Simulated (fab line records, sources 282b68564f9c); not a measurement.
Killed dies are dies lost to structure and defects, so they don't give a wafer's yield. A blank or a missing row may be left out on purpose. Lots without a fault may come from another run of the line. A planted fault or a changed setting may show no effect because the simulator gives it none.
fab line records | flow rit_cmos
record lots=5 wafers=15 last_day=7
route steps=202 shown NRETRO@54 PRETRO@64 GATE@75 FOX2@80 REOX@98
lots that met no fault: from a run of the same line without faults
start_h: hours from the record's first day to the start of the lot's first wafer shown | wait_h: hours since the lot's step before | " the same as in the row above | L1.1+2: a row that stands for several wafers | - no value, or no start given | * or withheld: withheld | < > ~ a bound
route shown NAME@n: a module of which the file shows steps, and the number in the route of the first | usual: mean/standard deviation of fault-free wafers | same: alike in all rows | chamber/n: place in a boat | sites: the reading at each site | _std_site: their standard deviation | _edge_site: outer sites' mean less inner sites' | radius_mm: how far each site lies from the wafer's centre | mask NAME#n: copy n | behind: the tool/chamber that last shaped the wafer | hold: why the lot was held/for how many hours/how that ended | device: the transistor (n, p or np) that didn't switch | end of line: the same wafers' tests at the end of the route | a step without rows: its recipe alone | killed: dies lost to structure and defects at the first sort, not the wafer's yield | map: a wafer's dies, x killed, . not, _ none there
set.NAME: the setting as run; set.NAME@STEP: as run at that earlier step | model.NAME: the simulator's own value behind a step, which no gauge read
lots at some steps of the route; a table a step, a row a wafer
services: from which hour (start_h, from the record's first day; less than 0 if before it) a tool's chamber was out of use, for how many hours, and why
## steps
# step RIT_NRETRO_COAT_01
# recipe resist=NOVOLAK spin_rpm=2000 resist_thk_nm=1300
# columns lot.wafer tool chamber start_h wait_h
L086.1+5+6 litho_track-01 0 89.87 0.1
L088.1+2+6 litho_track-02 0 101.55 0.1
L091.2+5+6 litho_track-01 0 115.16 0.1
L092.3+4+5 litho_track-04 0 120.72 0.1
L093.2+3+4 litho_track-01 0 125.40 0.1
# step RIT_NRETRO_SOFTBAKE_02
# recipe resist=NOVOLAK temp_c=90 time_s=60
# same time_s=60
# columns lot.wafer tool chamber start_h wait_h
L086.1+5+6 litho_track-01 0 90.02 0.1
L088.1+2+6 litho_track-02 0 101.70 0.1
L091.2+5+6 litho_track-01 0 115.31 0.1
L092.3+4+5 litho_track-04 0 120.87 0.1
L093.2+3+4 litho_track-01 0 125.55 0.1
# step RIT_NRETRO_EXPOSE_03
# recipe mask_id=M4 na=0.57 target_cd_nm=43900 dose_mj=250
# columns lot.wafer tool chamber start_h wait_h mask
L086.1+5+6 iline_stepper-01 0 90.29 0.2 M4#0
L088.1+2+6 iline_stepper-02 0 101.85 0.1 M4#0
L091.2+5+6 iline_stepper-02 0 115.58 0.2 M4#0
L092.3+4+5 iline_stepper-01 0 121.13 0.2 M4#0
L093.2+3+4 iline_stepper-02 0 125.82 0.2 M4#0
# step RIT_NRETRO_PEB_04
# recipe resist=NOVOLAK temp_c=withheld time_s=withheld
# columns lot.wafer tool chamber start_h wait_h
L086.1+5+6 litho_track-01 0 90.41 0.1
L088.1+2+6 litho_track-02 0 101.97 0.1
L091.2+5+6 litho_track-02 0 115.71 0.1
L092.3+4+5 litho_track-04 0 121.26 0.1
L093.2+3+4 litho_track-04 0 125.99 0.2
# step RIT_NRETRO_DEVELOP_05
# recipe resist=NOVOLAK develop_time_s=68 dev_temp_c=23
# columns lot.wafer tool chamber start_h wait_h
L086.1+5+6 litho_track-01 0 - -
L088.1+2+6 litho_track-02 0 - -
L091.2+5+6 litho_track-02 0 - -
L092.3+4+5 litho_track-04 0 - -
L093.2+3+4 litho_track-04 0 - -
# step RIT_NRETRO_OVL_MEAS_06
# usual NRETRO_OVL=-1.2/1.6
# columns lot.wafer tool chamber start_h wait_h NRETRO_OVL[nm]
L086.1 overlay-01 - 90.72 - 0.0
L086.5 " - " " -2.5
L086.6 " - " " -0.2
L088.1 overlay-01 - 102.28 - 0.4
L088.2 " - " " -0.1
L088.6 " - " " 2.7
L091.2 overlay-01 - 116.00 - 1.5
L091.5 " - " " 0.0
L091.6 " - " " -1.4
L092.3 overlay-02 - 121.53 - 0.7
L092.4 " - " " -0.9
L092.5 " - " " -1.2
L093.2 overlay-02 - 126.28 - -2.6
L093.3 " - " " -4.0
L093.4 " - " " 0.8
# step RIT_NRETRO_HARDBAKE_07
# recipe resist=NOVOLAK temp_c=140 time_s=120
# same time_s=120
# columns lot.wafer tool chamber start_h wait_h
L086.1+5+6 litho_track-01 0 90.76 0.0
L088.1+2+6 litho_track-02 0 102.32 0.0
L091.2+5+6 litho_track-04 0 116.07 0.1
L092.3+4+5 litho_track-02 0 121.64 0.1
L093.2+3+4 litho_track-02 0 126.35 0.1
# step RIT_NRETRO_IMPLANT_08
# recipe species=P energy_kev=71.02 dose_cm2=1e+13 tilt_deg=7
# columns lot.wafer tool chamber start_h wait_h
L086.1+5+6 implanter-03 0 91.01 0.2
L088.1+2+6 implanter-01 0 102.57 0.2
L091.2+5+6 implanter-02 0 116.30 0.2
L092.3+4+5 implanter-03 0 121.86 0.2
L093.2+3+4 implanter-03 0 126.59 0.2
# step RIT_NRETRO_STRIP_09
# recipe chemistry=O2 time_s=180 resist=NOVOLAK platen_temp_c=withheld power_w=500 pressure_mtorr=4000 o2_flow_sccm=4000
# usual chamber_pressure_mTorr=4000/3.7 drypump_motor_current_A=5.9/0.4
# same time_s=180
# columns lot.wafer tool chamber start_h wait_h chamber_pressure_mTorr drypump_motor_current_A rf_hours_counter_h
L086.1 plasma_asher-01 0 91.16 0.1 4004 6.0 43
L086.5 " 1 " " 4002 5.6 -
L086.6 " 0 " " 4003 6.0 -
L088.1 plasma_asher-03 0 102.72 0.1 4001 5.5 48
L088.2 " 1 " " 3999 5.6 48
L088.6 " 0 " " 3994 5.5 -
L091.2 plasma_asher-03 0 116.43 0.1 3995 5.5 50
L091.5 " 0 " " 3997 5.5 -
L091.6 " 1 " " 3999 5.6 -
L092.3 plasma_asher-03 1 122.02 0.1 3995 5.6 -
L092.4 " 0 " " 4002 5.5 -
L092.5 " 0 " " 3996 5.5 -
L093.2 plasma_asher-01 0 126.71 0.1 3996 6.0 1
L093.3 " 0 " " 3995 6.0 -
L093.4 " 1 " " 4000 5.6 -
# step RIT_NRETRO_TW_MEAS_10
# usual NRETRO_TW=1057/8.7
# columns lot.wafer tool chamber start_h wait_h NRETRO_TW
L086.1 film_metro-02 - 91.33 0.1 1059
L086.5 " - " " 1051
L086.6 " - " " 1061
L088.1 film_metro-04 - 102.89 0.1 1067
L088.2 " - " " 1064
L088.6 " - " " 1066
L091.2 film_metro-01 - 116.61 0.1 1053
L091.5 " - " " 1049
L091.6 " - " " 1052
L092.3 film_metro-01 - 122.15 0.1 1046
L092.4 " - " " 1053
L092.5 " - " " 1051
L093.2 film_metro-02 - 126.90 0.1 1055
L093.3 " - " " 1055
L093.4 " - " " 1056
# step RIT_PRETRO_HMDS_00
# recipe prime_time_s=60 prime_temp_c=140
# columns lot.wafer tool chamber start_h wait_h
L086.1+5+6 litho_track-01 0 91.39 0.1
L088.1+2+6 litho_track-04 0 102.95 0.1
L091.2+5+6 litho_track-04 0 116.69 0.1
L092.3+4+5 litho_track-01 0 122.24 0.1
L093.2+3+4 litho_track-04 0 126.97 0.1
# step RIT_PRETRO_COAT_01
# recipe resist=NOVOLAK spin_rpm=2000 resist_thk_nm=1300
# columns lot.wafer tool chamber start_h wait_h
L086.1+5+6 litho_track-01 0 91.54 0.1
L088.1+2+6 litho_track-04 0 103.10 0.1
L091.2+5+6 litho_track-04 0 116.84 0.1
L092.3+4+5 litho_track-01 0 122.39 0.1
L093.2+3+4 litho_track-04 0 127.12 0.1
# step RIT_PRETRO_SOFTBAKE_02
# recipe resist=NOVOLAK temp_c=90 time_s=60
# same time_s=60
# columns lot.wafer tool chamber start_h wait_h
L086.1+5+6 litho_track-01 0 91.69 0.1
L088.1+2+6 litho_track-04 0 103.25 0.1
L091.2+5+6 litho_track-04 0 116.99 0.1
L092.3+4+5 litho_track-01 0 122.54 0.1
L093.2+3+4 litho_track-04 0 127.27 0.1
# step RIT_PRETRO_EXPOSE_03
# recipe mask_id=M5 na=0.57 target_cd_nm=43700 dose_mj=250
# columns lot.wafer tool chamber start_h wait_h mask
L086.1+5+6 iline_stepper-02 0 91.97 0.2 M5#0
L088.1+2+6 iline_stepper-02 0 103.53 0.2 M5#0
L091.2+5+6 iline_stepper-02 0 117.26 0.2 M5#0
L092.3+4+5 iline_stepper-02 0 122.68 0.1 M5#0
L093.2+3+4 iline_stepper-02 0 127.41 0.1 M5#0
# step RIT_PRETRO_PEB_04
# recipe resist=NOVOLAK temp_c=withheld time_s=withheld
# columns lot.wafer tool chamber start_h wait_h
L086.1+5+6 litho_track-01 0 92.09 0.1
L088.1+2+6 litho_track-04 0 103.64 0.1
L091.2+5+6 litho_track-04 0 117.38 0.1
L092.3+4+5 litho_track-04 0 122.81 0.1
L093.2+3+4 litho_track-01 0 127.54 0.1
# step RIT_PRETRO_DEVELOP_05
# recipe resist=NOVOLAK develop_time_s=68 dev_temp_c=23
# columns lot.wafer tool chamber start_h wait_h
L086.1+5+6 litho_track-01 0 - -
L088.1+2+6 litho_track-04 0 - -
L091.2+5+6 litho_track-04 0 - -
L092.3+4+5 litho_track-04 0 - -
L093.2+3+4 litho_track-01 0 - -
# step RIT_PRETRO_OVL_MEAS_06
# usual PRETRO_OVL=-0.9/1.2
# columns lot.wafer tool chamber start_h wait_h PRETRO_OVL[nm]
L086.1 overlay-02 - 92.40 - -2.0
L086.5 " - " " -1.9
L086.6 " - " " -0.6
L088.1 overlay-01 - 103.96 - 1.0
L088.2 " - " " 1.3
L088.6 " - " " 1.0
L091.2 overlay-01 - 117.68 - 0.7
L091.5 " - " " -1.4
L091.6 " - " " 0.1
L092.3 overlay-01 - 123.09 - 0.4
L092.4 " - " " 0.4
L092.5 " - " " -1.7
L093.2 overlay-01 - 127.83 - 0.8
L093.3 " - " " 0.3
L093.4 " - " " -0.2
# step RIT_PRETRO_HARDBAKE_07
# recipe resist=NOVOLAK temp_c=140 time_s=120
# same time_s=120
# columns lot.wafer tool chamber start_h wait_h
L086.1+5+6 litho_track-01 0 92.43 0.0
L088.1+2+6 litho_track-04 0 103.99 0.0
L091.2+5+6 litho_track-03 0 117.75 0.1
L092.3+4+5 litho_track-04 0 123.19 0.1
L093.2+3+4 litho_track-03 0 127.90 0.1
# step RIT_PRETRO_IMPLANT_08
# recipe species=B energy_kev=45 dose_cm2=1.2e+13 tilt_deg=7.325
# columns lot.wafer tool chamber start_h wait_h
L086.1+5+6 implanter-02 0 92.68 0.2
L088.1+2+6 implanter-01 0 104.24 0.2
L091.2+5+6 implanter-02 0 117.98 0.2
L092.3+4+5 implanter-02 0 123.41 0.2
L093.2+3+4 implanter-01 0 128.14 0.2
# step RIT_PRETRO_STRIP_09
# recipe chemistry=O2 time_s=180 resist=NOVOLAK platen_temp_c=withheld power_w=500 pressure_mtorr=4000 o2_flow_sccm=4000
# usual chamber_pressure_mTorr=4000/3.8 drypump_motor_current_A=5.55/0.3
# same time_s=180
# columns lot.wafer tool chamber start_h wait_h chamber_pressure_mTorr drypump_motor_current_A rf_hours_counter_h
L086.1 plasma_asher-03 0 92.83 0.1 4004 5.49 47
L086.5 " 0 " " 4002 5.48 -
L086.6 " 1 " " 4003 5.60 -
L088.1 plasma_asher-04 1 104.39 0.1 4000 5.58 32
L088.2 " 0 " " 3999 4.81 32
L088.6 " 1 " " 4001 5.60 -
L091.2 plasma_asher-01 0 118.11 0.1 4003 6.04 0
L091.5 " 0 " " 4001 6.04 -
L091.6 " 1 " " 4004 5.59 -
L092.3 plasma_asher-01 0 123.57 0.1 4000 6.05 -
L092.4 " 1 " " 3995 5.60 -
L092.5 " 1 " " 4003 5.59 -
L093.2 plasma_asher-03 0 128.26 0.1 4003 5.49 51
L093.3 " 0 " " 3998 5.49 -
L093.4 " 1 " " 4003 5.65 -
# step RIT_PRETRO_TW_MEAS_10
# usual PRETRO_TW=475.6/2.8
# columns lot.wafer tool chamber start_h wait_h PRETRO_TW
L086.1 film_metro-02 - 93.01 0.1 474.7
L086.5 " - " " 475.6
L086.6 " - " " 475.2
L088.1 film_metro-01 - 104.57 0.1 474.6
L088.2 " - " " 472.7
L088.6 " - " " 473.9
L091.2 film_metro-02 - 118.29 0.1 475.9
L091.5 " - " " 479.1
L091.6 " - " " 477.3
L092.3 film_metro-02 - 123.70 0.1 472.4
L092.4 " - " " 474.4
L092.5 " - " " 476.1
L093.2 film_metro-01 - 128.45 0.1 471.0
L093.3 " - " " 472.7
L093.4 " - " " 473.3
# step RIT_GATE_WET_ETCH_00
# recipe chemistry=BOE target=SiO2 target_depth_nm=56 time_s=60 dry=n2_spin dilution=10:1 temp_c=21.5
# same time_s=60
# columns lot.wafer tool chamber start_h wait_h
L086.1+5+6 wet_bench-04 0 93.07 0.1
L088.1+2+6 wet_bench-01 3 104.63 0.1
L091.2+5+6 wet_bench-01 0 118.34 0.0
L092.3+4+5 wet_bench-01 1 123.74 0.0
L093.2+3+4 wet_bench-03 0 128.50 0.0
# step RIT_GATE_CLEAN_01
# recipe chemistry=SC1 mix=3:3:50 time_s=600 temp_c=75
# same time_s=600
# columns lot.wafer tool chamber start_h wait_h
L086.1+5+6 wet_bench-03 1 93.09 0.0
L088.1+2+6 wet_bench-03 1 104.65 0.0
L091.2+5+6 wet_bench-04 3 118.37 0.0
L092.3+4+5 wet_bench-03 2 123.77 0.0
L093.2+3+4 wet_bench-01 1 128.52 0.0
# step RIT_GATE_CLEAN_02
# recipe chemistry=dHF dilution=50:1 time_s=30
# same time_s=30
# columns lot.wafer tool chamber start_h wait_h
L086.1+5+6 wet_bench-01 3 93.27 0.0
L088.1+2+6 wet_bench-01 2 104.83 0.0
L091.2+5+6 wet_bench-01 3 118.54 0.0
L092.3+4+5 wet_bench-04 0 123.98 0.0
L093.2+3+4 wet_bench-04 2 128.71 0.0
# step RIT_GATE_CLEAN_03
# recipe chemistry=SC2 mix=3:3:50 time_s=600 temp_c=75 dry=n2_spin
# same time_s=600
# columns lot.wafer tool chamber start_h wait_h
L086.1+5+6 wet_bench-04 1 93.29 0.0
L088.1+2+6 wet_bench-03 1 104.84 0.0
L091.2+5+6 wet_bench-04 0 118.56 0.0
L092.3+4+5 wet_bench-03 3 124.00 0.0
L093.2+3+4 wet_bench-03 0 128.73 0.0
# step RIT_GATE_CLEAN_04
# recipe chemistry=dHF dilution=50:1 time_s=61.06 dry=n2_spin
# same time_s=61.06
# columns lot.wafer tool chamber start_h wait_h
L086.1+5+6 wet_bench-03 0 93.46 0.0
L088.1+2+6 wet_bench-04 2 105.02 0.0
L091.2+5+6 wet_bench-01 3 118.74 0.0
L092.3+4+5 wet_bench-03 0 124.21 0.0
L093.2+3+4 wet_bench-01 0 128.90 0.0
# step RIT_FOX2_THK_MEAS_91
# recipe reads=SiO2_of_FOX2_OXIDATION_00
# usual FIELD_OXIDE_LEFT_2_THK=256/5.6
# columns lot.wafer tool chamber start_h wait_h FIELD_OXIDE_LEFT_2_THK[nm]
L086.1 film_metro-03 - 93.49 0.0 261
L086.5 " - " " 258
L086.6 " - " " 262
L088.1 film_metro-03 - 105.04 0.0 256
L088.2 " - " " 252
L088.6 " - " " 257
L091.2 film_metro-03 - 118.77 0.0 260
L091.5 " - " " 263
L091.6 " - " " 269
L092.3 film_metro-03 - 124.26 0.0 254
L092.4 " - " " 259
L092.5 " - " " 252
L093.2 film_metro-03 - 128.94 0.0 254
L093.3 " - " " 252
L093.4 " - " " 252
# step RIT_GATE_OXIDATION_05
# recipe temp_c=900 ambient=O2 target_thk_a=30 ox_time_s=270
# usual ox_temp_c=900.0/0.38 spike_tc_source_C=923/4.1
# same ox_time_s=270
# columns lot.wafer tool chamber start_h wait_h ox_temp_c spike_tc_source_C
L086.1 furnace-01 0 93.60 0.1 900.1 922
L086.5 " 0 " " 899.3 924
L086.6 " 0 " " 900.3 922
L088.1 furnace-03 0 106.24 1.2 900.3 918
L088.2 " 0 " " 900.0 920
L088.6 " 0 " " 900.1 920
L091.2 furnace-01 0 118.82 0.0 900.7 924
L091.5 " 0 " " 900.0 922
L091.6 " 0 " " 900.0 922
L092.3 furnace-04 0 124.30 0.0 900.3 928
L092.4 " 0 " " 899.9 929
L092.5 " 0 " " 900.1 929
L093.2 furnace-01 0 130.07 1.1 900.3 921
L093.3 " 0 " " 900.4 923
L093.4 " 0 " " 900.3 921
# step RIT_GATE_ANNEAL_06
# recipe temp_c=900 time_s=600 ambient=N2O
# usual spike_tc_source_C=923/4.4
# same time_s=600
# columns lot.wafer tool chamber start_h wait_h spike_tc_source_C
L086.1 furnace-01 0 94.68 0.0 923
L086.5 " 0 " " 923
L086.6 " 0 " " 922
L088.1 furnace-03 0 108.63 1.3 918
L088.2 " 0 " " 918
L088.6 " 0 " " 919
L091.2 furnace-03 0 120.28 0.4 917
L091.5 " 0 " " 918
L091.6 " 0 " " 919
L092.3 furnace-03 0 127.29 1.9 918
L092.4 " 0 " " 918
L092.5 " 0 " " 918
L093.2 furnace-04 0 132.05 0.9 927
L093.3 " 0 " " 930
L093.4 " 0 " " 928
# step RIT_GATE_THK_MEAS_07
# recipe reads=SiO2_of_GATE_OXIDATION_05
# usual GATE_OXIDE_THK=3.02/0.064
# columns lot.wafer tool chamber start_h wait_h GATE_OXIDE_THK[nm]
L086.1 film_metro-02 - 94.93 0.0 2.93
L086.5 " - " " 3.02
L086.6 " - " " 2.95
L088.1 film_metro-02 - 108.88 0.0 3.03
L088.2 " - " " 3.01
L088.6 " - " " 3.08
L091.2 film_metro-02 - 120.54 0.0 3.02
L091.5 " - " " 3.08
L091.6 " - " " 3.04
L092.3 film_metro-03 - 127.56 0.0 2.98
L092.4 " - " " 2.96
L092.5 " - " " 2.89
L093.2 film_metro-03 - 132.31 0.0 3.03
L093.3 " - " " 3.02
L093.4 " - " " 3.03
# step RIT_GATE_CVD_08
# recipe material=poly-Si target_thk_nm=250 temp_c=610 precursor=SiH4 time_s=2220 pressure_mtorr=300 sih4_flow_sccm=100
# usual sih4_flow_sccm=100.0/0.34 spike_tc_source_C=630.0/1.6
# same time_s=2220
# columns lot.wafer tool chamber start_h wait_h sih4_flow_sccm spike_tc_source_C
L086.1 lpcvd-02 0 95.38 0.4 100.0 630.9
L086.5 " 0 " " 100.2 628.5
L086.6 " 0 " " 100.4 629.9
L088.1 lpcvd-02 0 108.94 0.1 99.7 631.6
L088.2 " 0 " " 100.0 630.3
L088.6 " 0 " " 100.2 631.3
L091.2 lpcvd-01 1 120.59 0.0 100.2 628.6
L091.5 " 1 " " 100.2 628.2
L091.6 " 1 " " 99.7 626.7
L092.3 lpcvd-02 0 127.60 0.0 99.9 632.2
L092.4 " 0 " " 100.0 631.8
L092.5 " 0 " " 99.9 631.2
L093.2 lpcvd-02 0 132.52 0.2 100.0 632.0
L093.3 " 0 " " 99.6 631.1
L093.4 " 0 " " 99.8 630.2
# step RIT_GATE_THK_MEAS_09
# recipe reads=poly-Si_of_GATE_CVD_08
# usual GATE_POLY_THK=249.7/2.2
# columns lot.wafer tool chamber start_h wait_h GATE_POLY_THK[nm]
L086.1 film_metro-03 - 97.00 0.0 251.9
L086.5 " - " " 252.6
L086.6 " - " " 249.3
L088.1 film_metro-03 - 110.56 0.0 250.1
L088.2 " - " " 248.0
L088.6 " - " " 249.6
L091.2 film_metro-04 - 122.21 0.0 251.2
L091.5 " - " " 249.0
L091.6 " - " " 249.9
L092.3 film_metro-04 - 129.24 0.0 252.8
L092.4 " - " " 251.0
L092.5 " - " " 251.1
L093.2 film_metro-04 - 134.14 0.0 252.9
L093.3 " - " " 253.3
L093.4 " - " " 253.2
# step RIT_GATE_HMDS_10
# recipe prime_time_s=60 prime_temp_c=140
# columns lot.wafer tool chamber start_h wait_h
L086.1+5+6 litho_track-01 0 97.06 0.1
L088.1+2+6 litho_track-01 0 110.62 0.1
L091.2+5+6 litho_track-03 0 122.29 0.1
L092.3+4+5 litho_track-03 0 129.33 0.1
L093.2+3+4 litho_track-03 0 134.22 0.1
# step RIT_GATE_COAT_11
# recipe resist=NOVOLAK spin_rpm=4250 resist_thk_nm=850
# columns lot.wafer tool chamber start_h wait_h
L086.1+5+6 litho_track-01 0 97.21 0.1
L088.1+2+6 litho_track-01 0 110.77 0.1
L091.2+5+6 litho_track-03 0 122.44 0.1
L092.3+4+5 litho_track-03 0 129.48 0.1
L093.2+3+4 litho_track-03 0 134.37 0.1
# step RIT_GATE_SOFTBAKE_12
# recipe resist=NOVOLAK temp_c=90 time_s=60
# same time_s=60
# columns lot.wafer tool chamber start_h wait_h
L086.1+5+6 litho_track-01 0 97.36 0.1
L088.1+2+6 litho_track-01 0 110.92 0.1
L091.2+5+6 litho_track-03 0 122.59 0.1
L092.3+4+5 litho_track-03 0 129.63 0.1
L093.2+3+4 litho_track-03 0 134.52 0.1
# step RIT_GATE_EXPOSE_13
# recipe mask_id=M6 na=0.6 source_shape=conventional sigma_outer=0.6 target_cd_nm=150 dose_mj=380
# columns lot.wafer tool chamber start_h wait_h mask
L086.1+5+6 iline_stepper-02 0 97.51 0.1 M6#0
L088.1+2+6 iline_stepper-02 0 111.14 0.2 M6#0
L091.2+5+6 iline_stepper-01 0 122.86 0.2 M6#0
L092.3+4+5 iline_stepper-01 0 129.77 0.1 M6#0
L093.2+3+4 iline_stepper-01 0 134.66 0.1 M6#0
# step RIT_GATE_PEB_14
# recipe resist=NOVOLAK temp_c=withheld time_s=withheld
# columns lot.wafer tool chamber start_h wait_h
L086.1+5+6 litho_track-02 0 97.76 0.2
L088.1+2+6 litho_track-02 0 111.25 0.1
L091.2+5+6 litho_track-01 0 122.98 0.1
L092.3+4+5 litho_track-03 0 129.89 0.1
L093.2+3+4 litho_track-02 0 134.79 0.1
# step RIT_GATE_DEVELOP_15
# recipe resist=NOVOLAK develop_time_s=50 dev_temp_c=23
# columns lot.wafer tool chamber start_h wait_h
L086.1+5+6 litho_track-02 0 - -
L088.1+2+6 litho_track-02 0 - -
L091.2+5+6 litho_track-01 0 - -
L092.3+4+5 litho_track-03 0 - -
L093.2+3+4 litho_track-02 0 - -
# step RIT_GATE_CD_MEAS_16
# recipe target_cd_nm=150
# usual cd_nm=149.4/2.5
# columns lot.wafer tool chamber start_h wait_h cd_nm
L086.1 cd_sem-02 - 98.04 - 151.2
L086.5 " - " " 150.9
L086.6 " - " " 148.5
L088.1 cd_sem-02 - 111.54 - 153.0
L088.2 " - " " 149.0
L088.6 " - " " 152.2
L091.2 cd_sem-01 - 123.26 - 148.5
L091.5 " - " " 149.1
L091.6 " - " " 147.9
L092.3 cd_sem-02 - 130.17 - 150.6
L092.4 " - " " 147.7
L092.5 " - " " 147.2
L093.2 cd_sem-02 - 135.06 - 152.4
L093.3 " - " " 149.0
L093.4 " - " " 150.8
# step RIT_GATE_OVL_MEAS_17
# usual GATE_OVL=-1.1/1.4
# columns lot.wafer tool chamber start_h wait_h GATE_OVL[nm]
L086.1 overlay-02 - 98.16 0.1 -1.6
L086.5 " - " " -1.6
L086.6 " - " " -2.8
L088.1 overlay-02 - 111.66 0.1 -2.0
L088.2 " - " " -2.2
L088.6 " - " " -1.5
L091.2 overlay-02 - 123.36 0.1 -0.7
L091.5 " - " " -1.9
L091.6 " - " " -2.4
L092.3 overlay-02 - 130.26 0.1 -0.1
L092.4 " - " " -2.9
L092.5 " - " " -2.9
L093.2 overlay-01 - 135.17 0.1 0.2
L093.3 " - " " -1.9
L093.4 " - " " 0.0
# step RIT_GATE_HARDBAKE_18
# recipe resist=NOVOLAK temp_c=140 time_s=60
# same time_s=60
# columns lot.wafer tool chamber start_h wait_h
L086.1+5+6 litho_track-02 0 98.20 0.0
L088.1+2+6 litho_track-01 0 111.69 0.0
L091.2+5+6 litho_track-01 0 123.42 0.0
L092.3+4+5 litho_track-02 0 130.33 0.1
L093.2+3+4 litho_track-02 0 135.34 0.2
# step RIT_GATE_ETCH_19
# recipe chemistry=SF6/CHF3/O2 time_s=165 SF6_flow_sccm=30 CHF3_flow_sccm=30 O2_flow_sccm=5 target=poly-Si pressure_mtorr=40 rf_w=160 target_depth_a=3125 over_etch_frac=0.25 stop_on=SiO2
# usual chamber_pressure_mTorr=40.00/0.039 drypump_motor_current_A=5.8/0.64 oes_product_au=0.858/0.011 throttle_valve_pct=10.22/0.14
# same time_s=165
# columns lot.wafer tool chamber start_h wait_h chamber_pressure_mTorr drypump_motor_current_A oes_product_au rf_hours_counter_h throttle_valve_pct
L086.1 rie_si-01 3 98.35 0.1 40.04 5.1 0.870 0 10.27
L086.5 " 0 " " 39.97 5.7 0.871 - 10.32
L086.6 " 1 " " 40.02 5.3 0.860 - 10.08
L088.1 rie_si-01 1 111.84 0.1 39.96 5.3 0.848 2 10.08
L088.2 " 3 " " 39.98 5.1 0.869 0 10.28
L088.6 " 2 " " 40.02 5.2 0.866 - 10.10
L091.2 rie_si-02 2 123.54 0.1 39.97 6.9 0.870 90 10.06
L091.5 " 1 " " 40.05 6.4 0.831 - 10.28
L091.6 " 2 " " 40.06 6.9 0.858 - 10.06
L092.3 rie_si-01 2 130.43 0.1 40.00 5.2 0.865 4 10.11
L092.4 " 2 " " 39.97 5.2 0.864 - 10.10
L092.5 " 3 " " 40.02 5.1 0.873 - 10.29
L093.2 rie_si-02 0 135.47 0.1 39.96 5.7 0.872 120 10.21
L093.3 " 1 " " 40.02 6.4 0.850 41 10.27
L093.4 " 3 " " 39.92 6.5 0.859 16 10.52
# step RIT_GATE_STRIP_20
# recipe chemistry=O2 time_s=180 resist=NOVOLAK platen_temp_c=withheld power_w=500 pressure_mtorr=4000 o2_flow_sccm=3888
# usual chamber_pressure_mTorr=4000/3.7 drypump_motor_current_A=5.7/0.58
# same time_s=180
# columns lot.wafer tool chamber start_h wait_h chamber_pressure_mTorr drypump_motor_current_A rf_hours_counter_h
L086.1 plasma_asher-02 0 98.46 0.1 4000 6.8 44
L086.5 " 0 " " 3999 6.8 -
L086.6 " 1 " " 4001 6.1 -
L088.1 plasma_asher-04 1 111.95 0.1 3996 5.6 33
L088.2 " 0 " " 4001 4.8 33
L088.6 " 0 " " 4002 4.8 -
L091.2 plasma_asher-03 1 123.65 0.1 3997 5.6 51
L091.5 " 0 " " 3994 5.5 -
L091.6 " 1 " " 3996 5.6 -
L092.3 plasma_asher-02 0 130.60 0.1 3994 6.8 -
L092.4 " 1 " " 3999 6.0 -
L092.5 " 1 " " 4000 6.0 -
L093.2 plasma_asher-03 1 135.58 0.1 4005 5.6 52
L093.3 " 0 " " 4005 5.5 -
L093.4 " 1 " " 4004 5.6 -
# step RIT_GATE_CD_MEAS_90
# recipe target_cd_nm=150
# usual cd_nm=149.4/2.5
# columns lot.wafer tool chamber start_h wait_h cd_nm
L086.1 cd_sem-02 - 98.63 0.1 151.1
L086.5 " - " " 151.4
L086.6 " - " " 148.6
L088.1 cd_sem-02 - 112.13 0.1 152.9
L088.2 " - " " 148.6
L088.6 " - " " 153.4
L091.2 cd_sem-02 - 123.85 0.1 148.4
L091.5 " - " " 148.9
L091.6 " - " " 147.9
L092.3 cd_sem-02 - 130.76 0.1 150.6
L092.4 " - " " 148.2
L092.5 " - " " 146.4
L093.2 cd_sem-02 - 135.77 0.1 152.3
L093.3 " - " " 148.9
L093.4 " - " " 150.9
# step RIT_REOX_CLEAN_00
# recipe chemistry=SC1 mix=3:3:50 time_s=600 temp_c=75
# same time_s=600
# columns lot.wafer tool chamber start_h wait_h
L086.1+5+6 wet_bench-03 2 98.75 0.1
L088.1+2+6 wet_bench-01 0 112.25 0.1
L091.2+5+6 wet_bench-01 1 123.95 0.1
L092.3+4+5 wet_bench-03 0 130.92 0.1
L093.2+3+4 wet_bench-01 2 135.87 0.1
# step RIT_REOX_CLEAN_01
# recipe chemistry=dHF dilution=50:1 time_s=30
# same time_s=30
# columns lot.wafer tool chamber start_h wait_h
L086.1+5+6 wet_bench-01 2 98.93 0.0
L088.1+2+6 wet_bench-02 1 112.44 0.0
L091.2+5+6 wet_bench-01 2 124.16 0.0
L092.3+4+5 wet_bench-01 2 131.09 0.0
L093.2+3+4 wet_bench-03 1 136.22 0.0
# step RIT_REOX_CLEAN_02
# recipe chemistry=SC2 mix=3:3:50 time_s=600 temp_c=75 dry=n2_spin
# same time_s=600
# columns lot.wafer tool chamber start_h wait_h
L086.1+5+6 wet_bench-03 1 98.94 0.0
L088.1+2+6 wet_bench-01 0 112.45 0.0
L091.2+5+6 wet_bench-01 0 124.18 0.0
L092.3+4+5 wet_bench-02 0 131.11 0.0
L093.2+3+4 wet_bench-02 3 136.24 0.0
# step RIT_REOX_OXIDATION_03
# recipe temp_c=900 ambient=O2 target_thk_a=252 ox_time_s=5580
# usual ox_temp_c=900.0/0.38 spike_tc_source_C=923/4.7
# same ox_time_s=5580
# columns lot.wafer tool chamber start_h wait_h ox_temp_c spike_tc_source_C
L086.1 furnace-04 0 99.99 0.9 899.1 928
L086.5 " 0 " " 899.1 927
L086.6 " 0 " " 900.0 929
L088.1 furnace-03 0 112.64 0.0 900.2 920
L088.2 " 0 " " 900.6 917
L088.6 " 0 " " 900.6 917
L091.2 furnace-03 0 124.74 0.4 899.9 920
L091.5 " 0 " " 899.9 918
L091.6 " 0 " " 899.9 919
L092.3 furnace-04 0 132.30 0.8 899.8 929
L092.4 " 0 " " 900.1 928
L092.5 " 0 " " 900.2 929
L093.2 furnace-04 0 137.05 0.5 900.4 929
L093.3 " 0 " " 899.9 930
L093.4 " 0 " " 900.6 930
## services
# columns tool chamber start_h hours kind
iline_stepper-02 0 71.85 - calibration
furnace-01 - 85.12 3.2 pm
implanter-03 - 88.29 0.5 repair
wet_bench-03 - 89.76 2.7 repair
lpcvd-01 - 90.50 4.3 pm
plasma_asher-04 - 93.69 0.4 repair
rie_si-01 0 99.75 3.5 repair
plasma_asher-04 - 105.16 2.2 repair
plasma_asher-01 - 108.75 9.0 pm
plasma_asher-01 0 108.75 9.0 vent_cycle
plasma_asher-01 1 108.75 9.0 vent_cycle
plasma_asher-01 0 117.75 - clean
plasma_asher-01 1 117.75 - clean
plasma_asher-02 - 123.99 3.4 repair
rie_si-01 0 124.61 7.4 repair
implanter-03 - 128.69 2.9 repair
## key
fault none
